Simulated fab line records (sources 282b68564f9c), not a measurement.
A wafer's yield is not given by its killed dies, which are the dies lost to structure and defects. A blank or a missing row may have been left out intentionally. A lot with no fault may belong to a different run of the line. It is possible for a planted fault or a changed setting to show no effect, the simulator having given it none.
fab line records	flow ritCmos
record: lots: 7	wafers: 21	lastDay: 7
route steps=202 shown GATE@89 REOX@98 NLDD@103 PLDD@114 SPACER@125 M1@202
lots with no fault: from the same line, run without faults
startH: start of the lot's first displayed wafer, in hours after the record's first day	waitH: time in hours since the lot's previous step	" as in the row above	L1.1+2: one row covering several wafers at once	- no value, or no start given	* or withheld: withheld	< > ~ a bound
route shown NAME@n: names a module that has steps shown in the file, with the first one's number in the route	usual: average and standard deviation across the fault-free wafers	same: alike in all rows	chamber/n: place in a boat	sites: the reading at each site	_std_site: standard deviation across them	_edge_site: the outer-site mean with the inner-site mean subtracted	radiusMm: for every site, how far away it sits from the centre of the wafer	mask NAME#n: copy n	behind: the tool/chamber that last shaped the wafer	hold: why the lot went on hold/how many hours it stayed there/how the hold came to an end	device: the transistor (n, p or np) that didn't switch	end of line: the route-end tests of the same wafers	for a step that has no rows: nothing shown but its recipe	killed: at the first sort, the dies lost to defects and structure; wafer yield is something else	map: a wafer's dies, x killed, . not, _ none there
set.NAME: the setting the step ran with; set.NAME@STEP: the setting that earlier step ran with	model.NAME: the simulator's own value behind a step, which no gauge read
lots at selected steps of the route; one table per step, one row per wafer
services: when a tool's chamber went out of use (startH, in hours from the record's first day, below 0 if earlier), for how many hours, and the reason
== steps ==
step: RIT_GATE_EXPOSE_13
recipe: maskId: M6	na: 0.6	sourceShape: conventional	sigmaOuter: 0.6	targetCdNm: 150	doseMj: 380
step: RIT_GATE_PEB_14
recipe: resist: NOVOLAK	tempC: withheld	timeS: withheld
step: RIT_GATE_DEVELOP_15
recipe: resist: NOVOLAK	developTimeS: 50	devTempC: 21.85
step: RIT_GATE_CD_MEAS_16
recipe: targetCdNm: 150
usual: cdNm: 149.9/2.5
lot.wafer	tool	chamber	startH	waitH	cdNm
L965.1	cdSem-02	-	56.86	-	147.6
L965.2	"	-	"	"	147.7
L965.3	"	-	"	"	148.9
L972.2	cdSem-01	-	91.72	-	151.3
L972.3	"	-	"	"	150.9
L972.4	"	-	"	"	151.8
L973.1	cdSem-02	-	97.11	-	148.8
L973.4	"	-	"	"	147.1
L973.5	"	-	"	"	146.5
L976.2	cdSem-01	-	112.23	-	153.5
L976.5	"	-	"	"	151.8
L976.6	"	-	"	"	155.0
L977.1	cdSem-01	-	119.14	-	150.6
L977.3	"	-	"	"	150.1
L977.4	"	-	"	"	151.0
L982.1	cdSem-02	-	142.43	-	147.1
L982.3	"	-	"	"	149.6
L982.6	"	-	"	"	151.7
L983.1	cdSem-02	-	147.22	-	151.7
L983.2	"	-	"	"	151.0
L983.6	"	-	"	"	150.4
step: RIT_GATE_OVL_MEAS_17
usual: GATE_OVL: 1.0/1.4
lot.wafer	tool	chamber	startH	waitH	GATE_OVL[nm]
L965.1	overlay-01	-	56.98	0.1	-0.9
L965.2	"	-	"	"	1.6
L965.3	"	-	"	"	1.0
L972.2	overlay-01	-	91.83	0.1	2.0
L972.3	"	-	"	"	0.5
L972.4	"	-	"	"	0.0
L973.1	overlay-02	-	97.23	0.1	0.1
L973.4	"	-	"	"	2.2
L973.5	"	-	"	"	-0.2
L976.2	overlay-02	-	112.34	0.1	2.2
L976.5	"	-	"	"	3.3
L976.6	"	-	"	"	3.1
L977.1	overlay-01	-	119.26	0.1	0.7
L977.3	"	-	"	"	0.0
L977.4	"	-	"	"	-1.6
L982.1	overlay-02	-	142.55	0.1	2.4
L982.3	"	-	"	"	0.8
L982.6	"	-	"	"	1.9
L983.1	overlay-01	-	147.34	0.1	1.8
L983.2	"	-	"	"	1.1
L983.6	"	-	"	"	1.1
step: RIT_GATE_HARDBAKE_18
recipe: resist: NOVOLAK	tempC: 140	timeS: 60
step: RIT_GATE_ETCH_19
recipe: chemistry: SF6/CHF3/O2	timeS: 165	SF6_flow_sccm: 30	CHF3_flow_sccm: 30	O2_flow_sccm: 5	target: poly-Si	pressureMtorr: 40	rfW: 160	targetDepthA: 3125	overEtchFrac: 0.25	stopOn: SiO2
usual: chamberPressureMTorr: 40.00/0.037	drypumpMotorCurrentA: 5.9/0.54	oesProductAu: 0.834/0.012	throttleValvePct: 10.26/0.12
lot.wafer	tool	chamber	startH	waitH	chamberPressureMTorr	drypumpMotorCurrentA	oesProductAu	rfHoursCounterH	throttleValvePct
L965.1	rieSi-01	2	57.21	0.1	40.04	6.7	0.824	15	10.23
L965.2	"	1	"	"	40.01	6.5	0.840	158	10.14
L965.3	"	3	"	"	40.01	5.6	0.837	41	10.38
L972.2	rieSi-02	1	92.01	0.1	40.08	5.2	0.852	148	10.11
L972.3	"	2	"	"	40.00	5.2	0.818	92	10.27
L972.4	"	0	"	"	40.06	6.2	0.813	9	10.16
L973.1	rieSi-01	1	97.42	0.1	39.97	6.5	0.857	0	10.11
L973.4	"	2	"	"	39.97	6.7	0.826	16	10.20
L973.5	"	2	"	"	40.00	6.7	0.823	-	10.23
L976.2	rieSi-02	3	112.52	0.1	40.06	6.3	0.851	136	10.31
L976.5	"	2	"	"	40.00	5.2	0.841	-	10.27
L976.6	"	3	"	"	40.01	6.3	0.835	-	10.32
L977.1	rieSi-01	0	119.44	0.1	39.96	5.5	0.818	48	10.46
L977.3	"	1	"	"	39.96	6.5	0.856	0	10.10
L977.4	"	3	"	"	39.98	5.6	0.821	42	10.41
L982.1	rieSi-02	3	142.74	0.1	40.02	6.3	0.830	136	10.32
L982.3	"	2	"	"	40.02	5.2	0.821	93	10.27
L982.6	"	2	"	"	39.96	5.2	0.823	-	10.26
L983.1	rieSi-01	0	147.53	0.1	40.01	5.5	0.837	48	10.45
L983.2	"	1	"	"	39.98	6.5	0.854	0	10.09
L983.6	"	0	"	"	39.93	5.5	0.834	-	10.44
step: RIT_GATE_STRIP_20
recipe: chemistry: O2	timeS: 180	resist: NOVOLAK	platenTempC: withheld	powerW: 500	pressureMtorr: 4000	o2FlowSccm: 4000
usual: chamberPressureMTorr: 4000/4	drypumpMotorCurrentA: 5.6/0.49
lot.wafer	tool	chamber	startH	waitH	chamberPressureMTorr	drypumpMotorCurrentA	rfHoursCounterH
L965.1	plasmaAsher-01	1	57.32	0.1	3992	5.5	45
L965.2	"	0	"	"	3996	4.9	45
L965.3	"	1	"	"	3996	5.5	-
L972.2	plasmaAsher-04	0	92.11	0.1	3999	5.2	29
L972.3	"	1	"	"	4011	5.9	-
L972.4	"	0	"	"	3996	5.2	-
L973.1	plasmaAsher-04	0	97.53	0.1	4004	5.2	29
L973.4	"	1	"	"	3998	5.9	-
L973.5	"	1	"	"	4001	5.9	-
L976.2	plasmaAsher-03	1	112.63	0.1	4003	5.7	46
L976.5	"	0	"	"	4009	6.4	-
L976.6	"	1	"	"	4000	5.7	-
L977.1	plasmaAsher-03	0	119.55	0.1	3996	6.4	46
L977.3	"	1	"	"	3996	5.7	-
L977.4	"	0	"	"	3989	6.4	-
L982.1	plasmaAsher-01	1	142.85	0.1	4001	5.5	3
L982.3	"	0	"	"	3995	5.0	-
L982.6	"	1	"	"	4000	5.5	-
L983.1	plasmaAsher-03	0	147.63	0.1	3998	6.4	48
L983.2	"	1	"	"	3994	5.7	48
L983.6	"	0	"	"	3996	6.5	-
step: RIT_GATE_CD_MEAS_90
recipe: targetCdNm: 150
usual: cdNm: 149.9/2.5
lot.wafer	tool	chamber	startH	waitH	cdNm
L965.1	cdSem-02	-	57.49	0.1	147.4
L965.2	"	-	"	"	148.2
L965.3	"	-	"	"	149.2
L972.2	cdSem-02	-	92.31	0.1	151.2
L972.3	"	-	"	"	150.8
L972.4	"	-	"	"	151.8
L973.1	cdSem-02	-	97.70	0.1	148.7
L973.4	"	-	"	"	146.7
L973.5	"	-	"	"	145.7
L976.2	cdSem-02	-	112.82	0.1	153.0
L976.5	"	-	"	"	152.1
L976.6	"	-	"	"	154.9
L977.1	cdSem-02	-	119.73	0.1	150.4
L977.3	"	-	"	"	150.2
L977.4	"	-	"	"	150.4
L982.1	cdSem-02	-	143.02	0.1	147.7
L982.3	"	-	"	"	149.9
L982.6	"	-	"	"	151.7
L983.1	cdSem-01	-	147.81	0.1	152.0
L983.2	"	-	"	"	151.1
L983.6	"	-	"	"	150.6
step: RIT_REOX_CLEAN_00
recipe: chemistry: SC1	mix: 3:3:50	timeS: 600	tempC: 75
step: RIT_REOX_CLEAN_01
recipe: chemistry: dHF	dilution: 50:1	timeS: 30
step: RIT_REOX_CLEAN_02
recipe: chemistry: SC2	mix: 3:3:50	timeS: 600	tempC: 75	dry: n2Spin
step: RIT_REOX_OXIDATION_03
recipe: tempC: 900	ambient: O2	targetThkA: 252	oxTimeS: 5580
usual: oxTempCMax: 903.4/1.2	spikeTcCentreC: 902.7/1.1	spikeTcLoadC: 922/3.3
lot.wafer	tool	chamber	startH	waitH	oxTempCMax	spikeTcCentreC	spikeTcLoadC
L965.1	furnace-01	0	57.98	0.0	904.3	903.4	924
L965.2	"	0	"	"	903.8	903.8	925
L965.3	"	0	"	"	905.5	903.4	925
L972.2	furnace-02	0	92.78	0.0	902.9	901.9	921
L972.3	"	0	"	"	901.9	902.3	924
L972.4	"	0	"	"	902.4	902.8	921
L973.1	furnace-03	0	98.48	0.3	903.1	902.7	917
L973.4	"	0	"	"	903.2	905.1	918
L973.5	"	0	"	"	902.8	902.9	917
L973.1	furnace-03	0	101.20	0.2	902.4	901.3	915
L973.4	"	0	"	"	904.8	902.6	918
L973.5	"	0	"	"	902.8	902.7	916
L976.2	furnace-01	0	114.74	1.3	902.6	902.7	925
L976.5	"	0	"	"	902.9	903.1	924
L976.6	"	0	"	"	905.4	902.7	923
L976.2	furnace-03	0	118.03	0.7	903.5	901.2	918
L976.5	"	0	"	"	902.7	903.3	915
L976.6	"	0	"	"	902.3	902.3	917
L977.1	furnace-01	0	120.25	0.0	903.7	903.5	924
L977.3	"	0	"	"	904.1	903.8	926
L977.4	"	0	"	"	905.7	906.2	924
L977.1	furnace-01	0	122.96	0.2	904.2	904.8	925
L977.3	"	0	"	"	903.5	903.3	925
L977.4	"	0	"	"	905.0	904.4	924
L982.1	furnace-03	0	143.55	0.0	903.1	900.1	918
L982.3	"	0	"	"	902.7	903.0	916
L982.6	"	0	"	"	902.9	900.1	918
L983.1	furnace-03	0	148.72	0.4	902.1	901.3	919
L983.2	"	0	"	"	902.7	904.5	916
L983.6	"	0	"	"	903.4	901.1	918
step: RIT_REOX_THK_MEAS_04
recipe: reads: SiO2_of_REOX_OXIDATION_03
usual: REOX_OXIDE_THK: 25.5/0.56
lot.wafer	tool	chamber	startH	waitH	REOX_OXIDE_THK[nm]
L965.1	filmMetro-04	-	60.53	0.0	25.1
L965.2	"	-	"	"	25.1
L965.3	"	-	"	"	24.9
L972.2	filmMetro-02	-	95.34	0.0	25.8
L972.3	"	-	"	"	25.8
L972.4	"	-	"	"	25.4
L973.1	filmMetro-04	-	103.75	0.0	40.3
L973.4	"	-	"	"	39.9
L973.5	"	-	"	"	40.0
L976.2	filmMetro-04	-	120.59	0.0	39.6
L976.5	"	-	"	"	40.4
L976.6	"	-	"	"	40.3
L977.1	filmMetro-02	-	125.51	0.0	41.4
L977.3	"	-	"	"	41.8
L977.4	"	-	"	"	42.0
L982.1	filmMetro-04	-	146.10	0.0	25.7
L982.3	"	-	"	"	25.4
L982.6	"	-	"	"	25.6
L983.1	filmMetro-03	-	151.27	0.0	26.8
L983.2	"	-	"	"	26.7
L983.6	"	-	"	"	26.4
step: RIT_NLDD_HMDS_00
recipe: primeTimeS: 60	primeTempC: 140
step: RIT_NLDD_COAT_01
recipe: resist: NOVOLAK	spinRpm: 3250	resistThkNm: 1000
step: RIT_NLDD_SOFTBAKE_02
recipe: resist: NOVOLAK	tempC: 90	timeS: 60
step: RIT_NLDD_EXPOSE_03
recipe: maskId: M7	na: 0.57	targetCdNm: 40700	doseMj: 250
step: RIT_NLDD_PEB_04
recipe: resist: NOVOLAK	tempC: withheld	timeS: withheld
step: RIT_NLDD_DEVELOP_05
recipe: resist: NOVOLAK	developTimeS: 50	devTempC: 23
step: RIT_NLDD_OVL_MEAS_06
usual: NLDD_OVL: 1.7/1.4
lot.wafer	tool	chamber	startH	waitH	NLDD_OVL[nm]
L965.1	overlay-02	-	61.44	-	-0.4
L965.2	"	-	"	"	1.0
L965.3	"	-	"	"	-0.4
L972.2	overlay-01	-	96.24	-	2.7
L972.3	"	-	"	"	2.4
L972.4	"	-	"	"	3.0
L973.1	overlay-01	-	105.04	-	1.2
L973.4	"	-	"	"	-0.4
L973.5	"	-	"	"	0.6
L976.2	overlay-02	-	121.63	-	2.7
L976.5	"	-	"	"	0.5
L976.6	"	-	"	"	1.6
L977.1	overlay-02	-	126.75	-	0.5
L977.3	"	-	"	"	0.9
L977.4	"	-	"	"	1.1
L982.1	overlay-01	-	147.01	-	0.7
L982.3	"	-	"	"	0.7
L982.6	"	-	"	"	0.4
L983.1	overlay-01	-	152.30	-	3.2
L983.2	"	-	"	"	0.2
L983.6	"	-	"	"	2.4
step: RIT_NLDD_HARDBAKE_07
recipe: resist: NOVOLAK	tempC: 140	timeS: 60
step: RIT_NLDD_IMPLANT_08
recipe: species: P	energyKev: 20	doseCm2: 5e+14	tiltDeg: 7.244
step: RIT_NLDD_STRIP_09
recipe: chemistry: O2	timeS: 180	resist: NOVOLAK	platenTempC: withheld	powerW: 500	pressureMtorr: 4000	o2FlowSccm: 4000
usual: chamberPressureMTorr: 4000/3.6	drypumpMotorCurrentA: 5.8/0.42
lot.wafer	tool	chamber	startH	waitH	chamberPressureMTorr	drypumpMotorCurrentA	rfHoursCounterH
L965.1	plasmaAsher-02	1	61.78	0.1	3998	6.0	43
L965.2	"	0	"	"	4004	6.2	43
L965.3	"	0	"	"	4002	6.2	-
L972.2	plasmaAsher-01	0	96.57	0.1	4000	5.0	49
L972.3	"	0	"	"	4000	5.0	-
L972.4	"	1	"	"	4003	5.5	-
L973.1	plasmaAsher-01	1	105.73	0.4	4000	5.5	50
L973.4	"	0	"	"	3999	5.0	-
L973.5	"	0	"	"	4000	5.0	-
L976.2	plasmaAsher-02	1	121.96	0.1	3996	6.0	48
L976.5	"	1	"	"	4005	6.0	-
L976.6	"	0	"	"	3999	6.2	-
L977.1	plasmaAsher-02	0	127.25	0.1	3997	6.2	49
L977.3	"	0	"	"	4002	6.2	-
L977.4	"	1	"	"	4006	6.0	-
L982.1	plasmaAsher-04	0	147.35	0.1	3995	5.2	35
L982.3	"	0	"	"	3997	5.2	-
L982.6	"	0	"	"	4002	5.2	-
L983.1	plasmaAsher-02	0	152.65	0.1	3999	6.2	52
L983.2	"	1	"	"	4002	6.0	52
L983.6	"	0	"	"	3996	6.2	-
step: RIT_NLDD_TW_MEAS_10
usual: NLDD_TW: 2493/16
lot.wafer	tool	chamber	startH	waitH	NLDD_TW
L965.1	filmMetro-02	-	61.95	0.1	2504
L965.2	"	-	"	"	2511
L965.3	"	-	"	"	2507
L972.2	filmMetro-03	-	96.76	0.1	2499
L972.3	"	-	"	"	2492
L972.4	"	-	"	"	2485
L973.1	filmMetro-03	-	105.90	0.1	2484
L973.4	"	-	"	"	2486
L973.5	"	-	"	"	2490
L976.2	filmMetro-01	-	122.15	0.1	2478
L976.5	"	-	"	"	2471
L976.6	"	-	"	"	2465
L977.1	filmMetro-01	-	127.42	0.1	2472
L977.3	"	-	"	"	2497
L977.4	"	-	"	"	2494
L982.1	filmMetro-03	-	147.53	0.1	2504
L982.3	"	-	"	"	2507
L982.6	"	-	"	"	2493
L983.1	filmMetro-02	-	152.82	0.1	2506
L983.2	"	-	"	"	2498
L983.6	"	-	"	"	2509
step: RIT_PLDD_HMDS_00
recipe: primeTimeS: 60	primeTempC: 140
step: RIT_PLDD_COAT_01
recipe: resist: NOVOLAK	spinRpm: 3250	resistThkNm: 1000
step: RIT_PLDD_SOFTBAKE_02
recipe: resist: NOVOLAK	tempC: 90	timeS: 60
step: RIT_PLDD_EXPOSE_03
recipe: maskId: M8	na: 0.57	targetCdNm: 40900	doseMj: 250
step: RIT_PLDD_PEB_04
recipe: resist: NOVOLAK	tempC: withheld	timeS: withheld
step: RIT_PLDD_DEVELOP_05
recipe: resist: NOVOLAK	developTimeS: 50	devTempC: 23
step: RIT_PLDD_OVL_MEAS_06
usual: PLDD_OVL: -0.4/1.3
lot.wafer	tool	chamber	startH	waitH	PLDD_OVL[nm]
L965.1	overlay-02	-	62.99	-	-1.4
L965.2	"	-	"	"	0.8
L965.3	"	-	"	"	1.6
L972.2	overlay-01	-	97.79	-	-2.3
L972.3	"	-	"	"	-2.4
L972.4	"	-	"	"	-3.0
L973.1	overlay-02	-	106.95	-	-0.1
L973.4	"	-	"	"	1.0
L973.5	"	-	"	"	-1.0
L976.2	overlay-02	-	123.47	-	-0.5
L976.5	"	-	"	"	0.8
L976.6	"	-	"	"	0.1
L977.1	overlay-01	-	128.78	-	-1.6
L977.3	"	-	"	"	1.0
L977.4	"	-	"	"	-0.3
L982.1	overlay-02	-	148.44	-	-3.1
L982.3	"	-	"	"	-2.8
L982.6	"	-	"	"	-0.8
L983.1	overlay-02	-	153.73	-	0.2
L983.2	"	-	"	"	-0.4
L983.6	"	-	"	"	0.0
step: RIT_PLDD_HARDBAKE_07
recipe: resist: NOVOLAK	tempC: 140	timeS: 60
step: RIT_PLDD_IMPLANT_08
recipe: species: BF2	energyKev: 20	doseCm2: 9e+14	tiltDeg: 7
step: RIT_PLDD_STRIP_09
recipe: chemistry: O2	timeS: 180	resist: NOVOLAK	platenTempC: withheld	powerW: 500	pressureMtorr: 4000	o2FlowSccm: 4123
usual: chamberPressureMTorr: 4000/4.1	drypumpMotorCurrentA: 6.0/0.36
lot.wafer	tool	chamber	startH	waitH	chamberPressureMTorr	drypumpMotorCurrentA	rfHoursCounterH
L965.1	plasmaAsher-02	1	63.32	0.1	3997	6.0	43
L965.2	"	0	"	"	4003	6.2	43
L965.3	"	0	"	"	4003	6.2	-
L972.2	plasmaAsher-03	1	98.12	0.1	3999	5.7	44
L972.3	"	1	"	"	3999	5.7	-
L972.4	"	0	"	"	4002	6.5	-
L973.1	plasmaAsher-03	1	107.29	0.1	4003	5.7	45
L973.4	"	1	"	"	3999	5.7	-
L973.5	"	0	"	"	3999	6.4	-
L976.2	plasmaAsher-02	1	123.80	0.1	3997	6.0	49
L976.5	"	1	"	"	4004	6.0	-
L976.6	"	0	"	"	4009	6.2	-
L977.1	plasmaAsher-04	1	129.19	0.1	4000	5.8	32
L977.3	"	1	"	"	3996	5.8	-
L977.4	"	0	"	"	4005	5.2	-
L982.1	plasmaAsher-03	0	148.77	0.1	4004	6.4	48
L982.3	"	1	"	"	3996	5.7	-
L982.6	"	0	"	"	4004	6.4	-
L983.1	plasmaAsher-04	1	154.07	0.1	4002	5.9	36
L983.2	"	0	"	"	3997	5.2	36
L983.6	"	0	"	"	4000	5.2	-
step: RIT_PLDD_TW_MEAS_10
usual: PLDD_TW: 2350/16
lot.wafer	tool	chamber	startH	waitH	PLDD_TW
L965.1	filmMetro-01	-	63.50	0.1	2344
L965.2	"	-	"	"	2338
L965.3	"	-	"	"	2326
L972.2	filmMetro-01	-	98.30	0.1	2310
L972.3	"	-	"	"	2314
L972.4	"	-	"	"	2314
L973.1	filmMetro-02	-	107.47	0.1	2358
L973.4	"	-	"	"	2374
L973.5	"	-	"	"	2374
L976.2	filmMetro-03	-	123.98	0.1	2352
L976.5	"	-	"	"	2369
L976.6	"	-	"	"	2345
L977.1	filmMetro-02	-	129.36	0.1	2373
L977.3	"	-	"	"	2356
L977.4	"	-	"	"	2362
L982.1	filmMetro-01	-	148.95	0.1	2330
L982.3	"	-	"	"	2334
L982.6	"	-	"	"	2349
L983.1	filmMetro-03	-	154.24	0.1	2357
L983.2	"	-	"	"	2352
L983.6	"	-	"	"	2339
step: RIT_SPACER_CLEAN_00
recipe: chemistry: SC1	mix: 3:3:50	timeS: 600	tempC: 75
lot.wafer	tool	chamber	startH	waitH	model.SiO2_of_REOX_OXIDATION_03.thkNm
L965.1	wetBench-01	3	63.56	0.1	23.15
L965.2	"	3	"	"	23.12
L965.3	"	3	"	"	22.96
L972.2	wetBench-02	0	98.35	0.0	23.79
L972.3	"	0	"	"	23.84
L972.4	"	0	"	"	23.44
L973.1	wetBench-02	2	107.53	0.1	37.23
L973.4	"	2	"	"	36.73
L973.5	"	2	"	"	36.95
L976.2	wetBench-01	0	124.03	0.0	36.57
L976.5	"	0	"	"	37.32
L976.6	"	0	"	"	37.2
L977.1	wetBench-02	0	129.42	0.1	38.23
L977.3	"	0	"	"	38.57
L977.4	"	0	"	"	38.78
L982.1	wetBench-04	2	149.01	0.1	23.65
L982.3	"	2	"	"	23.47
L982.6	"	2	"	"	23.69
L983.1	wetBench-01	2	154.30	0.1	24.65
L983.2	"	2	"	"	24.6
L983.6	"	2	"	"	24.34
step: RIT_SPACER_CLEAN_01
recipe: chemistry: dHF	dilution: 50:1	timeS: 30
step: RIT_M1_PROBE_99
usual: killedAtContacts: 0.1/0.23	killedAtFrontEnd: 7.3/2.9	killedDies: 7.3/3	killedOpen: 3.6/1.8	killedShort: 3.7/2.1
same: grossDies: 264	killed_at_M0_to_M3: 0	killed_at_M4_up: 0	killedAtBackSide: 0	killedAtOther: 0
lot.wafer	tool	chamber	startH	waitH	killedAtContacts	killedAtFrontEnd	killedDies	killedOpen	killedShort
L965.1	prober-02	-	77.14	0.1	0	11	11	4	6
L965.2	prober-02	-	77.19	0.1	0	12	12	4	8
L965.3	prober-02	-	77.24	0.2	0	5	5	2	3
L972.2	prober-01	-	113.84	0.1	0	7	7	4	3
L972.3	prober-01	-	113.89	0.2	0	6	6	3	3
L972.4	prober-01	-	113.94	0.2	0	1	1	1	0
L973.1	prober-02	-	123.37	0.1	0	13	13	8	5
L973.4	prober-02	-	123.52	0.2	0	7	7	6	1
L973.5	prober-02	-	123.57	0.2	0	4	4	2	2
L976.2	prober-01	-	143.81	0.1	0	7	7	4	3
L976.5	prober-01	-	143.96	0.2	0	4	4	2	2
L976.6	prober-01	-	144.01	0.2	0	6	6	2	4
L977.1	prober-02	-	144.30	0.1	0	5	5	4	1
L977.3	prober-02	-	144.40	0.2	0	10	10	8	2
L977.4	prober-02	-	144.45	0.2	0	4	4	3	1
killed by level:class
L965.1 GATE:geometricParticle:short=3 SPACER:geometricParticle:open=2 FOX2:geometricParticle:short=1 GATE:geometricParticle:open=1 REOX:geometricParticle:open=1 REOX:geometricParticle:short=1 SPACER:geometricParticle:short=1 PWELL:coatMicrobubblePrinted=1
L965.2 GATE:geometricParticle:short=3 GATE:geometricParticle:open=3 FOX2:geometricParticle:short=2 SPACER:geometricParticle:short=2 FOX2:geometricParticle:open=1 REOX:geometricParticle:short=1
L965.3 GATE:geometricParticle:short=2 FOX1:geometricParticle:open=1 SPACER:geometricParticle:short=1 SILICIDE:geometricParticle:open=1
L972.2 FOX2:geometricParticle:short=2 REOX:geometricParticle:open=2 FOX2:geometricParticle:open=1 SPACER:geometricParticle:short=1 SILICIDE:geometricParticle:open=1
L972.3 FOX1:geometricParticle:short=1 FOX2:geometricParticle:open=1 GATE:geometricParticle:short=1 REOX:geometricParticle:open=1 SPACER:geometricParticle:short=1 SPACER:geometricParticle:open=1
L972.4 FOX2:geometricParticle:open=1
L973.1 GATE:geometricParticle:open=3 REOX:geometricParticle:open=2 SILICIDE:geometricParticle:short=2 FOX1:geometricParticle:open=1 FOX1:geometricParticle:short=1 FOX2:geometricParticle:open=1 GATE:geometricParticle:short=1 SPACER:geometricParticle:short=1
L973.4 GATE:geometricParticle:open=3 FOX2:geometricParticle:open=2 GATE:geometricParticle:short=1 REOX:geometricParticle:open=1
L973.5 FOX2:geometricParticle:short=1 GATE:geometricParticle:open=1 REOX:geometricParticle:open=1 SPACER:geometricParticle:short=1
L976.2 GATE:geometricParticle:open=4 FOX2:geometricParticle:short=1 GATE:geometricParticle:short=1 REOX:geometricParticle:short=1
L976.5 GATE:geometricParticle:short=2 GATE:geometricParticle:open=1 SILICIDE:geometricParticle:open=1
L976.6 GATE:geometricParticle:short=2 FOX1:geometricParticle:short=1 FOX2:geometricParticle:short=1 SPACER:geometricParticle:open=1 SILICIDE:geometricParticle:open=1
L977.1 GATE:geometricParticle:open=2 FOX1:geometricParticle:open=1 FOX2:geometricParticle:open=1 REOX:geometricParticle:short=1
L977.3 FOX2:geometricParticle:open=4 FOX1:geometricParticle:open=3 FOX1:geometricParticle:short=1 GATE:geometricParticle:short=1 GATE:geometricParticle:open=1
L977.4 FOX1:geometricParticle:open=2 SPACER:geometricParticle:short=1 SILICIDE:geometricParticle:open=1
== services ==
tool	chamber	startH	hours	kind
furnace-02	-	36.90	3.3	pm
rieSi-01	1	70.06	-	clean
rieSi-01	1	70.06	14.0	scheduledDown
rieSi-01	1	70.06	14.0	ventCycle
plasmaAsher-01	-	108.75	9.0	pm
plasmaAsher-01	0	108.75	9.0	ventCycle
plasmaAsher-01	1	108.75	9.0	ventCycle
furnace-02	-	111.06	5.1	pm
plasmaAsher-01	0	117.75	-	clean
plasmaAsher-01	1	117.75	-	clean
furnace-02	-	117.83	4.0	pm
rieSi-02	1	118.28	-	clean
rieSi-02	1	118.28	14.9	scheduledDown
rieSi-02	1	118.28	14.9	ventCycle
== key ==
firstSign: step: RIT_REOX_OXIDATION_03	reading: visit	direction: added
effect: step: RIT_REOX_THK_MEAS_04	reading: REOX_OXIDE_THK	direction: up	sigmas: 27	usual: 25.5	struck: 40.6
modelEffect: step: RIT_SPACER_CLEAN_00	value: SiO2_of_REOX_OXIDATION_03.thkNm	without: 23.58	struck: 37.51
metAt RIT_REOX_OXIDATION_03
struckWafers L973.1,L973.4,L973.5,L976.2,L976.5,L976.6,L977.1,L977.3,L977.4
testerLeftOut L973,L976,L977
fault: kind: repeatedStepWhole	tool: furnace-01,furnace-02,furnace-03	chamber: -	onsetH: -	steps: RIT_REOX_OXIDATION_03	times: 1	scope: struckLotsOnly
testerLeftOut: of these lots the tester's yield and bins aren't shown, on N5 and GAA mostly nor the transistor test; their killed dies are dies lost to structure and defects alone, not to doping, threshold or leakage, so they don't give the yield
